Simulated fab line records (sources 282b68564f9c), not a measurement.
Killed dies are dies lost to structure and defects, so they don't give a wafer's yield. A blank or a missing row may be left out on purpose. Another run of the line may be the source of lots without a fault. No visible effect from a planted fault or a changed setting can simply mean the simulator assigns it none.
8D (eight disciplines) problem report, filled in by code + flow rit cmos + the parts of the form that need people (team, actions taken, sign-off) are left out

1. WHAT IS WRONG
Wafers free of any fault read 0.0 nm (standard deviation 1.5) for NSD_OVL at RIT_NSD_OVL_MEAS_06, against a mean of 361.1 nm on 6 wafers of 2 lots. That is +99 or more standard deviations from the usual mean.
First seen on wafer L955.1, day 4 17:04, on overlay-02. The record holds 42 wafers of 14 lots with a number at this step. Rule for "out", or "out of limits": more than 4 standard deviations from the usual mean. The rest of the wafers with a number are treated as sound.

2. WHAT IT IS, AND WHAT IT ISN'T
| question                    | is                     | is not                                                                                                   |
|-----------------------------|------------------------|----------------------------------------------------------------------------------------------------------|
| which readings at this step | NSD_OVL                | -                                                                                                        |
| which lots                  | L955, L958             | L947, L948, L950, L951, L952, L959, L960, L961, L962, L964, L967, L970                                   |
| which wafers of those lots  | all that have a number | -                                                                                                        |
| read on which gauges        | overlay-01, overlay-02 | -                                                                                                        |
| when                        | from day 4 17:04       | up to then (15 sound wafers); but 21 sound wafers of L959, L960, L961, L962, L964, L967, L970 came after |

3. THE SUSPECTS, EACH WITH WHAT RULES IT OUT
Counting: a tool stays on the suspect list if, at a process step up to the reading, it processed all lots that are out and no sound lot following the first of them.
- the gauge at RIT_NSD_OVL_MEAS_06 is ruled out. Those wafers that are out were read across 2 gauges (overlay-01, overlay-02).
- iline stepper-02 at RIT_NSD_EXPOSE_03 (exposes mask M9, target cd 40700 nm): kept. Every lot that is out went through it, starting with L955 (day 4 16:40), and after that it ran no sound lot; the last sound lot it ran before then is L950 (day 3 13:17).
The count leaves iline stepper-02 at RIT_NSD_EXPOSE_03.

4. THE CAUSE (what the simulator had put in)
Scanner matching overlay: iline stepper-02, from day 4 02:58 on, at RIT_NSD_EXPOSE_03. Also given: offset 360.
Only this tool survived the counting.

5. SEQUENCE OF EFFECTS, ordered by route
One row per reading whose mean, taken over the struck wafers that have a number, lies over 3 standard deviations from the usual. Only readings for which the record gives a usual standard deviation are gone through. hours: the time from each lot's start at the first step in this table that gives one to its start at this step, as a median over the lots. sigmas: the change in usual standard deviations.
| hours | step                | reading | usual  | on struck wafers | change | sigmas      |
|-------|---------------------|---------|--------|------------------|--------|-------------|
| 0     | RIT_NSD_OVL_MEAS_06 | NSD_OVL | 0.0 nm | 361.1            | +361.1 | +99 or more |

6. WHAT WOULD HAVE CAUGHT IT SOONER
The first out-of-limits reading at a measuring or inspecting step in this record came at day 4 17:04, 14 hours after the fault's start at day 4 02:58.
L958, from the lots that are out (2), started RIT_NSD_EXPOSE_03 on iline stepper-02 later than day 4 17:04. A tool hold placed at that time would have kept it from harm.
